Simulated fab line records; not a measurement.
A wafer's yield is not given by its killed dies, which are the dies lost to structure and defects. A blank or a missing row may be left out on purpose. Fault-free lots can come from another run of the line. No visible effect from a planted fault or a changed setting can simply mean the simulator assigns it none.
Split-lot experiment + flow berkeleyCmos170 + 23 wafers read from 5 lots, route of 331 steps

ABOUT THE SPLIT
At UCB170_ACTIVE_PEB_11, the setting pebTempC was moved away from the recipe's 130 C on 9 of the 23 wafers read, by -1.5% to +2.8%. The other wafers ran this setting at the recipe's value.

FROM THE SPLIT TO THE READING: what the file shows between them, 4 steps
- UCB170_ACTIVE_DEVELOP_12: develop time 45 s
- UCB170_ACTIVE_CD_MEAS_13: target cd 1200 nm
- UCB170_ACTIVE_ETCH_15: etches Si3N4 in CH3F/Ar/O2, stops on SiO2, target depth 242 nm, time 151 s
- UCB170_ACTIVE_STRIP_16: strips in O2

THE READING
cdNm, in nm, at UCB170_ACTIVE_CD_MEAS_90 (target cd 1200 nm). On this fab line, fault-free wafers typically give 1199.8 nm with a standard deviation of 0.92 nm.

| wafer  | tool, chamber at the split | pebTempC as run, C | against the recipe | cdNm, nm | against lot-mates on the recipe |
|--------|----------------------------|--------------------|--------------------|----------|---------------------------------|
| L075.3 | lithoTrack-03, 0           | 130                | recipe             | 1200.3   | -                               |
| L075.4 | lithoTrack-03, 0           | 130                | recipe             | 1200.4   | -                               |
| L075.5 | lithoTrack-03, 0           | 130                | recipe             | 1199.5   | -                               |
| L076.1 | lithoTrack-04, 0           | 130                | recipe             | 1199.0   | -                               |
| L076.2 | lithoTrack-04, 0           | 131.5              | +1.2%              | 1188.9   | -10.1                           |
| L076.4 | lithoTrack-04, 0           | 130                | recipe             | 1199.2   | -                               |
| L076.5 | lithoTrack-04, 0           | 131.5              | +1.2%              | 1190.3   | -8.7                            |
| L076.6 | lithoTrack-04, 0           | 130                | recipe             | 1198.7   | -                               |
| L077.1 | lithoTrack-03, 0           | 130                | recipe             | 1199.0   | -                               |
| L077.3 | lithoTrack-03, 0           | 130                | recipe             | 1197.3   | -                               |
| L077.4 | lithoTrack-03, 0           | 133.6              | +2.8%              | 1177.5   | -20.7                           |
| L077.5 | lithoTrack-03, 0           | 133.6              | +2.8%              | 1177.6   | -20.6                           |
| L077.6 | lithoTrack-03, 0           | 133.6              | +2.8%              | 1177.6   | -20.6                           |
| L079.1 | lithoTrack-03, 0           | 128                | -1.5%              | 1213.5   | +13.9                           |
| L079.3 | lithoTrack-03, 0           | 130                | recipe             | 1200.0   | -                               |
| L079.4 | lithoTrack-03, 0           | 128                | -1.5%              | 1214.4   | +14.8                           |
| L079.5 | lithoTrack-03, 0           | 130                | recipe             | 1200.0   | -                               |
| L079.6 | lithoTrack-03, 0           | 130                | recipe             | 1198.8   | -                               |
| L082.1 | lithoTrack-03, 0           | 130                | recipe             | 1200.4   | -                               |
| L082.2 | lithoTrack-03, 0           | 132                | +1.5%              | 1188.1   | -11.9                           |
| L082.3 | lithoTrack-03, 0           | 130                | recipe             | 1200.6   | -                               |
| L082.4 | lithoTrack-03, 0           | 132                | +1.5%              | 1188.3   | -11.7                           |
| L082.5 | lithoTrack-03, 0           | 130                | recipe             | 1198.9   | -                               |

THE FIT
A straight line over all 23 wafers: cdNm changes by -8.18 nm for each +1% of pebTempC; r = -0.99; the points scatter about the line by 1 nm.
The same after taking each lot's own level away (the mean of its wafers on the recipe; 23 wafers): -7.88 nm for each +1%; r = -1.00; scatter 0.93 nm.
According to that fit, moving pebTempC by its largest amount changes the reading by 22 nm.
The span of the lots' own levels, 1198.15 to 1200.07 nm, comes to 2.1 times the standard deviation stated above.
Hence the lot-to-lot level has little effect on the slope; both slopes agree.
Check: with one of the wafers moved furthest among these (+2.8%) left out of the fit, the line predicts -21.7 nm for it against its lot-mates. Against them it came out at -20.7 nm.

THESE WAFERS: OTHER SPLITS
Before the reading, these wafers also passed through other splits. Each is held against what the fit with the lots' levels taken away leaves over:
| other split on the same wafers    | wafers away from the commonest value | r with cdNm (lot level and that fit taken away) |
|-----------------------------------|--------------------------------------|-------------------------------------------------|
| UCB170_START_OXIDATION_02 oxTimeS | 15                                   | +0.11                                           |
| UCB170_NWELL_PEB_10 pebTempC      | 12                                   | -0.09                                           |
| UCB170_NWELL_IMPLANT_14 doseCm2   | 11                                   | +0.32                                           |
| UCB170_PWELL_PEB_11 pebTempC      | 7                                    | +0.11                                           |
| UCB170_PWELL_ETCH_14 overEtchFrac | 10                                   | +0.07                                           |
| UCB170_ACTIVE_CVD_05 tempC        | 10                                   | +0.30                                           |

THE WHOLE CHAIN: every reading that the file lists as answering this split, in the file's order
| step                     | what it does                                                               | reading                                                      | change (the file's fit)              | r (the file's) |
|--------------------------|----------------------------------------------------------------------------|--------------------------------------------------------------|--------------------------------------|----------------|
| UCB170_ACTIVE_CD_MEAS_13 | target cd 1200 nm                                                          | cdNm                                                         | -7.94 nm for each +1% of the setting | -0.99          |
| UCB170_ACTIVE_ETCH_15    | etches Si3N4 in CH3F/Ar/O2, stops on SiO2, target depth 242 nm, time 151 s | ACTIVE.cdNm (the simulator's own value, which no gauge read) | -8.03 nm for each +1% of the setting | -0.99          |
| UCB170_ACTIVE_CD_MEAS_90 | target cd 1200 nm                                                          | cdNm                                                         | -7.86 nm for each +1% of the setting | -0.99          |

FILE'S OWN FIT
cdNm changes by -7.86 nm for each +1% of pebTempC, r = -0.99.
